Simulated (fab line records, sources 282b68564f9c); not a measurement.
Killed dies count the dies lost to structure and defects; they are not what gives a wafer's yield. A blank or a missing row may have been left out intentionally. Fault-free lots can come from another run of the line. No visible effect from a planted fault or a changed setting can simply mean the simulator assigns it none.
fab line records ; flow ritCmos
record: lots: 15; wafers: 45; lastDay: 7
route steps=202 shown ACTIVE@3 NWELL@36 PRETRO@70 GATE@92 M1@202
lots that met no fault: taken from a fault-free run of the same line
startH: the number of hours between the record's first day and the start of the first shown wafer of the lot ; waitH: hours since the lot's step before ; " identical to the entry in the row above ; L1.1+2: several wafers, shown together as one row ; - either no value or no given start ; * or withheld: withheld ; < > ~ a bound
route shown NAME@n: names a module that has steps shown in the file, with the first one's number in the route ; usual: average and standard deviation across the fault-free wafers ; same: alike in all rows ; chamber/n: place in a boat ; sites: the reading at each site ; _std_site: how widely they spread, as a standard deviation ; _edge_site: mean of outer sites minus mean of inner sites ; radiusMm: for every site, how far away it sits from the centre of the wafer ; mask NAME#n: copy n ; behind: tool/chamber where the wafer was last shaped ; hold: the reason the lot was held/the length of the hold in hours/how it ended ; device: the transistor (n, p or np) that didn't switch ; end of line: the same wafers' tests at the end of the route ; a step given without rows: its recipe and nothing more ; killed: count of dies lost to structure and defects at first sort (not the wafer's yield) ; map: per-die view of a wafer (x killed, . not killed, _ where there is no die)
set.NAME: the setting as run; set.NAME@STEP: as run at that earlier step ; model.NAME: the simulator's own value behind a step, which no gauge read
one table for each step of the route and one row for each wafer, over a sample of lots
services: a tool's chamber out of use, with start hour (startH, from the record's first day; less than 0 if before it), hours out, and reason
== steps ==
step: RIT_ACTIVE_THK_MEAS_02
recipe: reads: SiO2_of_ACTIVE_OXIDATION_01
usual: ACTIVE_OXIDE_THK: 46.7/1.2
lot.wafer;tool;chamber;startH;waitH;ACTIVE_OXIDE_THK[nm]
L671.1;filmMetro-02;-;12.05;0.0;47.0
L671.5;filmMetro-02;-;12.05;0.0;46.6
L671.6;filmMetro-02;-;12.05;0.0;48.0
L674.2;filmMetro-01;-;27.06;0.0;44.9
L674.3;filmMetro-01;-;27.06;0.0;45.4
L674.4;filmMetro-01;-;27.06;0.0;45.0
L676.1;filmMetro-01;-;37.05;0.0;47.3
L676.2;filmMetro-01;-;37.05;0.0;47.0
L676.3;filmMetro-01;-;37.05;0.0;46.7
L677.1;filmMetro-02;-;42.05;0.0;45.7
L677.4;filmMetro-02;-;42.05;0.0;45.9
L677.5;filmMetro-02;-;42.05;0.0;45.6
L678.1;filmMetro-02;-;47.05;0.0;48.8
L678.2;filmMetro-02;-;47.05;0.0;47.8
L678.5;filmMetro-02;-;47.05;0.0;48.4
L679.1;filmMetro-01;-;52.05;0.0;46.3
L679.2;filmMetro-01;-;52.05;0.0;46.3
L679.3;filmMetro-01;-;52.05;0.0;46.4
L681.1;filmMetro-02;-;62.05;0.0;43.6
L681.3;filmMetro-02;-;62.05;0.0;44.3
L681.5;filmMetro-02;-;62.05;0.0;44.0
L682.1;filmMetro-02;-;67.24;0.0;47.5
L682.2;filmMetro-02;-;67.24;0.0;47.4
L682.6;filmMetro-02;-;67.24;0.0;47.2
L683.1;filmMetro-02;-;72.47;0.0;46.7
L683.3;filmMetro-02;-;72.47;0.0;46.7
L683.6;filmMetro-02;-;72.47;0.0;46.5
L684.1;filmMetro-04;-;78.36;0.0;48.2
L684.2;filmMetro-04;-;78.36;0.0;48.1
L684.4;filmMetro-04;-;78.36;0.0;47.6
L685.2;filmMetro-04;-;82.06;0.0;46.4
L685.3;filmMetro-04;-;82.06;0.0;46.4
L685.6;filmMetro-04;-;82.06;0.0;46.5
L686.3;filmMetro-02;-;88.10;0.0;47.2
L686.5;filmMetro-02;-;88.10;0.0;47.3
L686.6;filmMetro-02;-;88.10;0.0;48.0
L688.1;filmMetro-01;-;97.41;0.0;46.8
L688.2;filmMetro-01;-;97.41;0.0;48.4
L688.5;filmMetro-01;-;97.41;0.0;47.3
L693.1;filmMetro-01;-;122.85;0.0;47.1
L693.3;filmMetro-01;-;122.85;0.0;47.8
L693.6;filmMetro-01;-;122.85;0.0;46.9
L694.1;filmMetro-02;-;127.97;0.0;47.4
L694.4;filmMetro-02;-;127.97;0.0;47.2
L694.6;filmMetro-02;-;127.97;0.0;48.0
step: RIT_NWELL_IMPLANT_08
recipe: species: P; energyKev: 166.8; doseCm2: 5e+13; tiltDeg: 7
usual: beamEnergyKeV: 166.82/0.048; doseIonsCm2: 5.001e+13/5.5e+10; faradayCurrentUA: 159/3.2; tiltDeg: 6.998/0.019
lot.wafer;tool;chamber;startH;waitH;beamEnergyKeV;doseIonsCm2;faradayCurrentUA;tiltDeg
L671.1;implanter-01;0;21.50;0.2;166.78;5.002e+13;156;6.983
L671.5;implanter-01;0;21.50;0.2;166.83;4.993e+13;157;6.995
L671.6;implanter-01;0;21.50;0.2;166.83;5.002e+13;162;7.010
L674.2;implanter-03;0;35.91;0.2;166.80;4.992e+13;163;7.017
L674.3;implanter-03;0;35.91;0.2;166.86;5.003e+13;156;7.005
L674.4;implanter-03;0;35.91;0.2;166.83;4.999e+13;156;7.022
L676.1;implanter-01;0;47.09;0.2;166.88;5.008e+13;162;6.997
L676.2;implanter-01;0;47.09;0.2;166.78;4.995e+13;161;7.038
L676.3;implanter-01;0;47.09;0.2;166.85;4.993e+13;162;7.013
L677.1;implanter-02;0;51.84;0.2;166.83;4.998e+13;158;7.047
L677.4;implanter-02;0;51.84;0.2;166.83;5e+13;159;7.049
L677.5;implanter-02;0;51.84;0.2;166.85;5e+13;157;7.040
L678.1;implanter-01;0;57.05;0.2;166.85;5e+13;162;6.987
L678.2;implanter-01;0;57.05;0.2;166.72;4.999e+13;156;6.985
L678.5;implanter-01;0;57.05;0.2;166.87;5.001e+13;159;6.989
L679.1;implanter-03;0;60.58;0.2;166.92;5.009e+13;156;6.988
L679.2;implanter-03;0;60.58;0.2;166.87;5.01e+13;151;7.031
L679.3;implanter-03;0;60.58;0.2;166.87;5.004e+13;161;6.983
L681.1;implanter-03;0;72.52;0.2;166.79;5.001e+13;159;6.987
L681.3;implanter-03;0;72.52;0.2;166.86;4.994e+13;157;6.996
L681.5;implanter-03;0;72.52;0.2;166.79;4.996e+13;156;7.006
L682.1;implanter-01;0;78.49;0.2;166.79;5.001e+13;156;6.995
L682.2;implanter-01;0;78.49;0.2;166.79;4.995e+13;162;7.023
L682.6;implanter-01;0;78.49;0.2;166.87;4.999e+13;157;6.997
L683.1;implanter-03;0;81.93;0.2;166.83;4.996e+13;155;7.032
L683.3;implanter-03;0;81.93;0.2;166.81;5.003e+13;157;7.004
L683.6;implanter-03;0;81.93;0.2;166.79;4.999e+13;159;7.019
L684.1;implanter-03;0;87.02;0.2;166.85;4.144e+13;131;7.033
L684.2;implanter-03;0;87.02;0.2;166.79;4.149e+13;129;6.996
L684.4;implanter-03;0;87.02;0.2;166.83;4.149e+13;127;6.993
L685.2;implanter-03;0;91.90;0.2;166.80;4.15e+13;134;7.000
L685.3;implanter-03;0;91.90;0.2;166.79;4.146e+13;132;6.943
L685.6;implanter-03;0;91.90;0.2;166.80;4.139e+13;131;7.004
L686.3;implanter-03;0;96.68;0.2;166.69;4.145e+13;134;6.989
L686.5;implanter-03;0;96.68;0.2;166.72;4.145e+13;133;6.989
L686.6;implanter-03;0;96.68;0.2;166.79;4.146e+13;130;6.998
L688.1;implanter-02;0;107.60;0.2;166.79;5e+13;157;7.004
L688.2;implanter-02;0;107.60;0.2;166.79;5.002e+13;155;6.993
L688.5;implanter-02;0;107.60;0.2;166.77;4.996e+13;163;6.970
L693.1;implanter-01;0;133.76;0.2;166.72;4.998e+13;158;6.999
L693.3;implanter-01;0;133.76;0.2;166.81;5.005e+13;159;6.991
L693.6;implanter-01;0;133.76;0.2;166.75;5.007e+13;152;6.985
L694.1;implanter-02;0;138.88;0.2;166.88;4.993e+13;155;6.978
L694.4;implanter-02;0;138.88;0.2;166.81;4.998e+13;159;6.984
L694.6;implanter-02;0;138.88;0.2;166.78;4.995e+13;159;6.992
step: RIT_NWELL_TW_MEAS_10
usual: NWELL_TW: 2156/25
lot.wafer;tool;chamber;startH;waitH;NWELL_TW
L671.1;filmMetro-04;-;21.83;0.1;2166
L671.5;filmMetro-04;-;21.83;0.1;2175
L671.6;filmMetro-04;-;21.83;0.1;2176
L674.2;filmMetro-03;-;36.22;0.1;2141
L674.3;filmMetro-03;-;36.22;0.1;2155
L674.4;filmMetro-03;-;36.22;0.1;2144
L676.1;filmMetro-02;-;47.41;0.1;2128
L676.2;filmMetro-02;-;47.41;0.1;2119
L676.3;filmMetro-02;-;47.41;0.1;2122
L677.1;filmMetro-03;-;52.16;0.1;2152
L677.4;filmMetro-03;-;52.16;0.1;2165
L677.5;filmMetro-03;-;52.16;0.1;2152
L678.1;filmMetro-03;-;57.41;0.2;2168
L678.2;filmMetro-03;-;57.41;0.2;2160
L678.5;filmMetro-03;-;57.41;0.2;2150
L679.1;filmMetro-03;-;60.91;0.1;2149
L679.2;filmMetro-03;-;60.91;0.1;2146
L679.3;filmMetro-03;-;60.91;0.1;2146
L681.1;filmMetro-04;-;72.84;0.1;2189
L681.3;filmMetro-04;-;72.84;0.1;2179
L681.5;filmMetro-04;-;72.84;0.1;2187
L682.1;filmMetro-03;-;78.81;0.1;2167
L682.2;filmMetro-03;-;78.81;0.1;2166
L682.6;filmMetro-03;-;78.81;0.1;2169
L683.1;filmMetro-02;-;82.26;0.1;2133
L683.3;filmMetro-02;-;82.26;0.1;2138
L683.6;filmMetro-02;-;82.26;0.1;2136
L684.1;filmMetro-02;-;87.34;0.1;2006
L684.2;filmMetro-02;-;87.34;0.1;2004
L684.4;filmMetro-02;-;87.34;0.1;2012
L685.2;filmMetro-03;-;92.21;0.1;2029
L685.3;filmMetro-03;-;92.21;0.1;2039
L685.6;filmMetro-03;-;92.21;0.1;2040
L686.3;filmMetro-04;-;96.97;0.1;2051
L686.5;filmMetro-04;-;96.97;0.1;2067
L686.6;filmMetro-04;-;96.97;0.1;2059
L688.1;filmMetro-04;-;107.92;0.1;2191
L688.2;filmMetro-04;-;107.92;0.1;2197
L688.5;filmMetro-04;-;107.92;0.1;2200
L693.1;filmMetro-04;-;134.09;0.1;2197
L693.3;filmMetro-04;-;134.09;0.1;2192
L693.6;filmMetro-04;-;134.09;0.1;2188
L694.1;filmMetro-03;-;139.21;0.1;2141
L694.4;filmMetro-03;-;139.21;0.1;2133
L694.6;filmMetro-03;-;139.21;0.1;2129
step: RIT_WELLDRIVE_RS_MEAS_01
recipe: thkMeasGauge: four-point-probe
usual: NWELL_RS: 275.7/0.8
lot.wafer;tool;chamber;startH;waitH;NWELL_RS[ohm/sq]
L671.1;filmMetro-03;-;29.21;0.0;275.9
L671.5;filmMetro-03;-;29.21;0.0;275.4
L671.6;filmMetro-03;-;29.21;0.0;275.0
L674.2;filmMetro-02;-;43.47;0.0;276.0
L674.3;filmMetro-02;-;43.47;0.0;275.8
L674.4;filmMetro-02;-;43.47;0.0;275.5
L676.1;filmMetro-03;-;54.10;0.0;275.3
L676.2;filmMetro-03;-;54.10;0.0;275.6
L676.3;filmMetro-03;-;54.10;0.0;275.2
L677.1;filmMetro-03;-;59.95;0.0;276.5
L677.4;filmMetro-03;-;59.95;0.0;275.8
L677.5;filmMetro-03;-;59.95;0.0;274.9
L678.1;filmMetro-03;-;64.23;0.0;274.3
L678.2;filmMetro-03;-;64.23;0.0;273.5
L678.5;filmMetro-03;-;64.23;0.0;274.1
L679.1;filmMetro-03;-;67.81;0.0;275.1
L679.2;filmMetro-03;-;67.81;0.0;275.1
L679.3;filmMetro-03;-;67.81;0.0;275.8
L681.1;filmMetro-03;-;79.99;0.0;275.5
L681.3;filmMetro-03;-;79.99;0.0;275.7
L681.5;filmMetro-03;-;79.99;0.0;275.9
L682.1;filmMetro-03;-;85.63;0.0;274.6
L682.2;filmMetro-03;-;85.63;0.0;275.4
L682.6;filmMetro-03;-;85.63;0.0;275.8
L683.1;filmMetro-04;-;90.00;0.0;277.8
L683.3;filmMetro-04;-;90.00;0.0;277.9
L683.6;filmMetro-04;-;90.00;0.0;277.9
L684.1;filmMetro-04;-;94.16;0.0;311.1
L684.2;filmMetro-04;-;94.16;0.0;310.4
L684.4;filmMetro-04;-;94.16;0.0;310.0
L685.2;filmMetro-03;-;99.27;0.0;309.0
L685.3;filmMetro-03;-;99.27;0.0;309.0
L685.6;filmMetro-03;-;99.27;0.0;309.2
L686.3;filmMetro-04;-;103.85;0.0;309.7
L686.5;filmMetro-04;-;103.85;0.0;309.5
L686.6;filmMetro-04;-;103.85;0.0;310.8
L688.1;filmMetro-02;-;115.05;0.0;274.7
L688.2;filmMetro-02;-;115.05;0.0;274.4
L688.5;filmMetro-02;-;115.05;0.0;274.0
L693.1;filmMetro-04;-;141.86;0.0;275.3
L693.3;filmMetro-04;-;141.86;0.0;276.2
L693.6;filmMetro-04;-;141.86;0.0;275.7
L694.1;filmMetro-02;-;147.03;0.0;276.0
L694.4;filmMetro-02;-;147.03;0.0;275.7
L694.6;filmMetro-02;-;147.03;0.0;275.7
step: RIT_PRETRO_OVL_MEAS_06
usual: PRETRO_OVL: -0.3/1.6
lot.wafer;tool;chamber;startH;waitH;PRETRO_OVL[nm]
L671.1;overlay-02;-;32.13;-;1.9
L671.5;overlay-02;-;32.13;-;2.5
L671.6;overlay-02;-;32.13;-;2.8
L674.2;overlay-02;-;46.13;-;-1.2
L674.3;overlay-02;-;46.13;-;0.7
L674.4;overlay-02;-;46.13;-;-2.3
L676.1;overlay-02;-;56.78;-;0.2
L676.2;overlay-02;-;56.78;-;0.2
L676.3;overlay-02;-;56.78;-;-2.6
L677.1;overlay-02;-;62.62;-;0.6
L677.4;overlay-02;-;62.62;-;-0.1
L677.5;overlay-02;-;62.62;-;0.0
L678.1;overlay-02;-;67.02;-;0.7
L678.2;overlay-02;-;67.02;-;0.5
L678.5;overlay-02;-;67.02;-;-1.1
L679.1;overlay-02;-;70.73;-;-1.4
L679.2;overlay-02;-;70.73;-;-1.1
L679.3;overlay-02;-;70.73;-;-0.3
L681.1;overlay-02;-;82.91;-;-2.1
L681.3;overlay-02;-;82.91;-;-0.7
L681.5;overlay-02;-;82.91;-;-1.9
L682.1;overlay-01;-;88.55;-;1.9
L682.2;overlay-01;-;88.55;-;1.6
L682.6;overlay-01;-;88.55;-;2.2
L683.1;overlay-02;-;92.96;-;-1.4
L683.3;overlay-02;-;92.96;-;1.3
L683.6;overlay-02;-;92.96;-;0.4
L684.1;overlay-02;-;96.83;-;0.7
L684.2;overlay-02;-;96.83;-;2.8
L684.4;overlay-02;-;96.83;-;1.6
L685.2;overlay-01;-;102.05;-;2.0
L685.3;overlay-01;-;102.05;-;0.2
L685.6;overlay-01;-;102.05;-;-0.4
L686.3;overlay-01;-;106.78;-;0.6
L686.5;overlay-01;-;106.78;-;-1.7
L686.6;overlay-01;-;106.78;-;-1.3
L688.1;overlay-02;-;117.84;-;-1.6
L688.2;overlay-02;-;117.84;-;-1.8
L688.5;overlay-02;-;117.84;-;0.3
L693.1;overlay-02;-;144.66;-;-1.6
L693.3;overlay-02;-;144.66;-;-3.2
L693.6;overlay-02;-;144.66;-;-2.1
L694.1;overlay-01;-;149.83;-;0.7
L694.4;overlay-01;-;149.83;-;-0.5
L694.6;overlay-01;-;149.83;-;-0.4
step: RIT_GATE_CD_MEAS_16
recipe: targetCdNm: 150
usual: cdNm: 149.2/2.8
lot.wafer;tool;chamber;startH;waitH;cdNm
L671.1;cdSem-01;-;37.82;-;152.2
L671.5;cdSem-01;-;37.82;-;151.5
L671.6;cdSem-01;-;37.82;-;149.3
L674.2;cdSem-01;-;51.26;-;145.0
L674.3;cdSem-01;-;51.26;-;148.7
L674.4;cdSem-01;-;51.26;-;145.0
L676.1;cdSem-02;-;63.37;-;148.6
L676.2;cdSem-02;-;63.37;-;150.6
L676.3;cdSem-02;-;63.37;-;148.2
L677.1;cdSem-02;-;71.36;-;150.6
L677.4;cdSem-02;-;71.36;-;148.5
L677.5;cdSem-02;-;71.36;-;150.3
L678.1;cdSem-02;-;73.25;-;149.5
L678.2;cdSem-02;-;73.25;-;145.8
L678.5;cdSem-02;-;73.25;-;144.9
L679.1;cdSem-02;-;79.14;-;150.1
L679.2;cdSem-02;-;79.14;-;150.2
L679.3;cdSem-02;-;79.14;-;148.8
L681.1;cdSem-02;-;90.97;-;150.5
L681.3;cdSem-02;-;90.97;-;151.7
L681.5;cdSem-02;-;90.97;-;151.9
L682.1;cdSem-01;-;93.75;-;150.1
L682.2;cdSem-01;-;93.75;-;150.3
L682.6;cdSem-01;-;93.75;-;150.2
L683.1;cdSem-01;-;100.34;-;151.6
L683.3;cdSem-01;-;100.34;-;152.0
L683.6;cdSem-01;-;100.34;-;153.4
L684.1;cdSem-01;-;104.14;-;147.3
L684.2;cdSem-01;-;104.14;-;147.6
L684.4;cdSem-01;-;104.14;-;146.5
L685.2;cdSem-02;-;109.21;-;147.3
L685.3;cdSem-02;-;109.21;-;148.0
L685.6;cdSem-02;-;109.21;-;145.8
L686.3;cdSem-02;-;115.58;-;148.6
L686.5;cdSem-02;-;115.58;-;146.6
L686.6;cdSem-02;-;115.58;-;147.3
L688.1;cdSem-01;-;123.63;-;147.8
L688.2;cdSem-01;-;123.63;-;145.1
L688.5;cdSem-01;-;123.63;-;149.9
L693.1;cdSem-01;-;151.06;-;147.5
L693.3;cdSem-01;-;151.06;-;147.5
L693.6;cdSem-01;-;151.06;-;143.6
L694.1;cdSem-01;-;157.97;-;152.2
L694.4;cdSem-01;-;157.97;-;149.6
L694.6;cdSem-01;-;157.97;-;150.1
step: RIT_M1_PROBE_99
usual: killedAtContacts: 0.1/0.31; killedAtFrontEnd: 7/3.2; killedDies: 7/3.2; killedOpen: 3.6/1.9; killedShort: 3.6/2
same: grossDies: 264; killed_at_M0_to_M3: 0; killed_at_M4_up: 0; killedAtBackSide: 0; killedAtOther: 0
lot.wafer;tool;chamber;startH;waitH;killedAtContacts;killedAtFrontEnd;killedDies;killedOpen;killedShort
L671.1;prober-02;-;58.99;0.1;0;10;10;5;5
L671.5;prober-02;-;59.19;0.2;0;11;11;4;7
L671.6;prober-02;-;59.24;0.2;0;3;3;1;2
L674.2;prober-01;-;71.58;0.1;0;8;8;5;3
L674.3;prober-01;-;71.63;0.2;0;7;7;2;5
L674.4;prober-01;-;71.68;0.2;0;5;5;3;2
L676.1;prober-01;-;84.08;0.1;0;3;3;2;1
L676.2;prober-01;-;84.13;0.1;0;6;6;3;3
L676.3;prober-01;-;84.18;0.2;0;11;11;6;5
L677.1;prober-02;-;93.29;0.1;0;9;9;3;6
L677.4;prober-02;-;93.44;0.2;0;7;7;3;4
L677.5;prober-02;-;93.49;0.2;0;6;6;2;4
L678.1;prober-01;-;94.79;0.1;0;8;8;3;5
L678.2;prober-01;-;94.84;0.1;0;9;9;7;2
L678.5;prober-01;-;94.99;0.2;0;7;7;3;4
L679.1;prober-02;-;99.62;0.1;0;7;7;5;2
L679.2;prober-02;-;99.67;0.1;0;6;6;3;3
L679.3;prober-02;-;99.72;0.2;0;3;3;1;2
L681.1;prober-02;-;111.78;0.1;0;3;3;1;2
L681.3;prober-02;-;111.88;0.2;0;6;6;4;2
L681.5;prober-02;-;111.98;0.2;0;4;4;1;3
L682.1;prober-02;-;113.68;0.1;0;5;5;4;1
L682.2;prober-02;-;113.73;0.1;0;5;5;4;1
L682.6;prober-02;-;113.93;0.2;0;2;2;1;1
L683.1;prober-02;-;121.38;0.1;0;11;11;5;6
L683.3;prober-02;-;121.48;0.2;0;8;8;4;4
L683.6;prober-02;-;121.63;0.2;0;10;10;4;6
L684.1;prober-01;-;126.84;0.1;0;7;7;3;4
L684.2;prober-01;-;126.89;0.1;0;3;3;3;0
L684.4;prober-01;-;126.99;0.2;0;5;5;4;1
L685.2;prober-02;-;130.70;0.1;0;9;9;5;4
L685.3;prober-02;-;130.75;0.2;0;9;9;4;5
L685.6;prober-02;-;130.90;0.2;0;8;8;5;3
L686.3;prober-01;-;136.47;0.2;0;8;8;3;5
L686.5;prober-01;-;136.57;0.2;0;8;8;3;4
L686.6;prober-01;-;136.62;0.2;0;7;7;3;4
L688.1;prober-01;-;144.46;0.1;1;8;9;4;5
L688.2;prober-01;-;144.51;0.1;0;5;5;3;2
L688.5;prober-01;-;144.66;0.2;0;10;10;4;6
L693.1;prober-02;-;172.08;0.1;0;17;17;12;5
L693.3;prober-02;-;172.18;0.2;0;7;7;3;3
L693.6;prober-02;-;172.33;0.2;0;8;8;3;5
L694.1;prober-01;-;179.31;0.1;0;11;11;5;6
L694.4;prober-01;-;179.46;0.2;0;10;10;8;2
L694.6;prober-01;-;179.56;0.2;0;7;7;4;3
killed by level:class
L671.1 SPACER:geometricParticle:open=3 GATE:geometricParticle:open=2 SILICIDE:geometricParticle:short=2 FOX1:geometricParticle:short=1 GATE:geometricParticle:short=1 SPACER:geometricParticle:short=1
L671.5 GATE:geometricParticle:short=2 GATE:geometricParticle:open=2 REOX:geometricParticle:short=2 FOX1:geometricParticle:short=1 FOX2:geometricParticle:open=1 FOX2:geometricParticle:short=1 SILICIDE:geometricParticle:open=1 SILICIDE:geometricParticle:short=1
L671.6 FOX1:geometricParticle:short=1 GATE:geometricParticle:short=1 SPACER:geometricParticle:open=1
L674.2 SILICIDE:geometricParticle:open=3 FOX1:geometricParticle:open=2 FOX1:geometricParticle:short=1 GATE:geometricParticle:short=1 SILICIDE:geometricParticle:short=1
L674.3 GATE:geometricParticle:short=3 FOX1:geometricParticle:short=1 GATE:geometricParticle:open=1 SILICIDE:geometricParticle:open=1 SILICIDE:geometricParticle:short=1
L674.4 GATE:geometricParticle:open=2 GATE:geometricParticle:short=1 REOX:geometricParticle:open=1 SILICIDE:geometricParticle:short=1
L676.1 FOX1:geometricParticle:open=1 FOX2:geometricParticle:short=1 SILICIDE:geometricParticle:open=1
L676.2 GATE:geometricParticle:short=2 GATE:geometricParticle:open=2 FOX1:geometricParticle:short=1 REOX:geometricParticle:open=1
L676.3 GATE:geometricParticle:open=4 GATE:geometricParticle:short=4 SILICIDE:geometricParticle:open=2 SILICIDE:geometricParticle:short=1
L677.1 GATE:geometricParticle:short=2 SPACER:geometricParticle:short=2 FOX2:geometricParticle:open=1 FOX2:geometricParticle:short=1 GATE:geometricParticle:open=1 REOX:geometricParticle:short=1 REOX:geometricParticle:open=1
L677.4 FOX2:geometricParticle:open=1 GATE:geometricParticle:open=1 GATE:geometricParticle:short=1 REOX:geometricParticle:short=1 REOX:geometricParticle:open=1 SPACER:geometricParticle:short=1 SILICIDE:geometricParticle:short=1
L677.5 GATE:geometricParticle:short=2 REOX:geometricParticle:short=2 GATE:geometricParticle:open=1 SPACER:geometricParticle:open=1
L678.1 SPACER:geometricParticle:short=2 SILICIDE:geometricParticle:open=2 FOX1:geometricParticle:open=1 FOX1:geometricParticle:short=1 GATE:geometricParticle:short=1 SILICIDE:geometricParticle:short=1
L678.2 FOX1:geometricParticle:open=3 FOX1:geometricParticle:short=1 GATE:geometricParticle:open=1 REOX:geometricParticle:open=1 SPACER:geometricParticle:short=1 SPACER:geometricParticle:open=1 SILICIDE:geometricParticle:open=1
L678.5 SILICIDE:geometricParticle:short=3 SILICIDE:geometricParticle:open=2 GATE:geometricParticle:short=1 GATE:geometricParticle:open=1
L679.1 FOX2:geometricParticle:open=2 GATE:geometricParticle:short=2 GATE:geometricParticle:open=1 SPACER:geometricParticle:open=1 SILICIDE:geometricParticle:open=1
L679.2 FOX1:geometricParticle:short=1 FOX2:geometricParticle:open=1 GATE:geometricParticle:short=1 SPACER:geometricParticle:open=1 SPACER:geometricParticle:short=1 SILICIDE:geometricParticle:open=1
L679.3 GATE:geometricParticle:short=2 GATE:geometricParticle:open=1
L681.1 FOX2:geometricParticle:short=1 GATE:geometricParticle:open=1 SPACER:geometricParticle:short=1
L681.3 FOX1:geometricParticle:short=2 FOX1:geometricParticle:open=1 GATE:geometricParticle:open=1 REOX:geometricParticle:open=1 SILICIDE:geometricParticle:open=1
L681.5 FOX2:geometricParticle:short=1 GATE:geometricParticle:open=1 REOX:geometricParticle:short=1 SPACER:geometricParticle:short=1
L682.1 GATE:geometricParticle:open=3 GATE:geometricParticle:short=1 REOX:geometricParticle:open=1
L682.2 REOX:geometricParticle:open=2 FOX1:geometricParticle:open=1 GATE:geometricParticle:open=1 GATE:geometricParticle:short=1
L682.6 GATE:geometricParticle:short=1 SILICIDE:geometricParticle:open=1
L683.1 GATE:geometricParticle:short=5 GATE:geometricParticle:open=2 SPACER:geometricParticle:open=2 FOX2:geometricParticle:open=1 REOX:geometricParticle:short=1
L683.3 FOX1:geometricParticle:open=2 SILICIDE:geometricParticle:short=2 GATE:geometricParticle:short=1 REOX:geometricParticle:open=1 REOX:geometricParticle:short=1 SILICIDE:geometricParticle:open=1
L683.6 SPACER:geometricParticle:short=3 GATE:geometricParticle:open=2 GATE:geometricParticle:short=2 SPACER:geometricParticle:open=2 SILICIDE:geometricParticle:short=1
L684.1 SILICIDE:geometricParticle:short=2 SILICIDE:geometricParticle:open=1 FOX1:geometricParticle:open=1 GATE:geometricParticle:short=1 REOX:geometricParticle:short=1 SPACER:geometricParticle:open=1
L684.2 REOX:geometricParticle:open=1 SPACER:geometricParticle:open=1 SILICIDE:geometricParticle:open=1
L684.4 GATE:geometricParticle:open=2 FOX2:geometricParticle:open=1 GATE:geometricParticle:short=1 REOX:geometricParticle:open=1
L685.2 FOX1:geometricParticle:open=2 SILICIDE:geometricParticle:open=2 FOX2:geometricParticle:open=1 FOX2:geometricParticle:short=1 GATE:geometricParticle:short=1 SPACER:geometricParticle:short=1 SILICIDE:geometricParticle:short=1
L685.3 FOX1:geometricParticle:open=3 GATE:geometricParticle:short=2 FOX1:geometricParticle:short=1 SPACER:geometricParticle:short=1 SPACER:geometricParticle:open=1 SILICIDE:geometricParticle:short=1
L685.6 GATE:geometricParticle:short=2 REOX:geometricParticle:open=2 FOX1:geometricParticle:open=1 FOX2:geometricParticle:short=1 GATE:geometricParticle:open=1 SILICIDE:geometricParticle:open=1
L686.3 GATE:geometricParticle:open=2 SPACER:geometricParticle:short=2 GATE:geometricParticle:short=1 REOX:geometricParticle:short=1 SILICIDE:geometricParticle:open=1 SILICIDE:geometricParticle:short=1
L686.5 GATE:geometricParticle:short=2 FOX1:geometricParticle:short=1 FOX2:geometricParticle:open=1 SPACER:geometricParticle:open=1 SPACER:geometricParticle:short=1 SILICIDE:geometricParticle:open=1 PWELL:coatMicrobubblePrinted=1
L686.6 GATE:geometricParticle:open=2 FOX1:geometricParticle:short=1 FOX2:geometricParticle:short=1 REOX:geometricParticle:short=1 SPACER:geometricParticle:short=1 SILICIDE:geometricParticle:open=1
L688.1 FOX1:geometricParticle:short=2 GATE:geometricParticle:short=2 SPACER:geometricParticle:open=2 GATE:geometricParticle:open=1 SILICIDE:geometricParticle:open=1 CONTACT:geometricParticle:short=1
L688.2 GATE:geometricParticle:open=2 FOX1:geometricParticle:open=1 GATE:geometricParticle:short=1 SILICIDE:geometricParticle:short=1
L688.5 SPACER:geometricParticle:short=3 GATE:geometricParticle:short=2 SILICIDE:geometricParticle:open=2 REOX:geometricParticle:short=1 SPACER:geometricParticle:open=1 REOX:geometricParticle:open=1
L693.1 GATE:geometricParticle:open=4 REOX:geometricParticle:short=4 SPACER:geometricParticle:open=4 FOX1:geometricParticle:open=2 REOX:geometricParticle:open=1 SPACER:geometricParticle:short=1 SILICIDE:geometricParticle:open=1
L693.3 FOX2:geometricParticle:open=1 FOX2:geometricParticle:short=1 GATE:geometricParticle:short=1 GATE:geometricParticle:open=1 REOX:geometricParticle:open=1 SPACER:geometricParticle:short=1 PRETRO:coatMicrobubblePrinted=1
L693.6 GATE:geometricParticle:short=4 GATE:geometricParticle:open=2 FOX2:geometricParticle:short=1 FOX2:geometricParticle:open=1
L694.1 GATE:geometricParticle:short=4 FOX2:geometricParticle:open=2 GATE:geometricParticle:open=2 FOX2:geometricParticle:short=1 SPACER:geometricParticle:open=1 SPACER:geometricParticle:short=1
L694.4 FOX1:geometricParticle:open=3 GATE:geometricParticle:open=3 FOX1:geometricParticle:short=2 SPACER:geometricParticle:open=2
L694.6 FOX1:geometricParticle:open=2 FOX1:geometricParticle:short=1 GATE:geometricParticle:open=1 GATE:geometricParticle:short=1 SPACER:geometricParticle:short=1 SILICIDE:geometricParticle:open=1
== services ==
tool;chamber;startH;hours;kind
implanter-01;-;5.20;4.3;repair
implanter-01;-;122.30;9.5;repair
implanter-03;-;130.74;3.7;pm
== key ==
firstSign: step: RIT_NWELL_IMPLANT_08; reading: doseIonsCm2; direction: down; sigmas: 99+; usual: 5.001e+13; struck: 4.146e+13
effect: step: RIT_NWELL_IMPLANT_08; reading: faradayCurrentUA; direction: down; sigmas: 8.6; usual: 159; struck: 131
effect: step: RIT_NWELL_TW_MEAS_10; reading: NWELL_TW; direction: down; sigmas: 4.8; usual: 2156; struck: 2034
effect: step: RIT_WELLDRIVE_RS_MEAS_01; reading: NWELL_RS; direction: up; sigmas: 43; usual: 275.7; struck: 309.8
metAt RIT_NWELL_IMPLANT_08
struckLots L684,L685,L686
testerLeftOut L684,L685,L686
notActingAt RIT_ACTIVE_THK_MEAS_02,RIT_PRETRO_OVL_MEAS_06,RIT_GATE_CD_MEAS_16
onsetBetween 81.93 87.02
fault: kind: processParameterDrift; tool: implanter-03; chamber: -; onsetH: 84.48; steps: RIT_NWELL_IMPLANT_08; channel: doseCm2; offset: -8.5583e+12; shape: step; endH: 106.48; actsIn: theseRecipesOnly; stated: 5e+13
testerLeftOut: of these lots the tester's yield and bins aren't shown, on N5 and GAA mostly nor the transistor test; their killed dies are dies lost to structure and defects alone, not to doping, threshold or leakage, so they don't give the yield
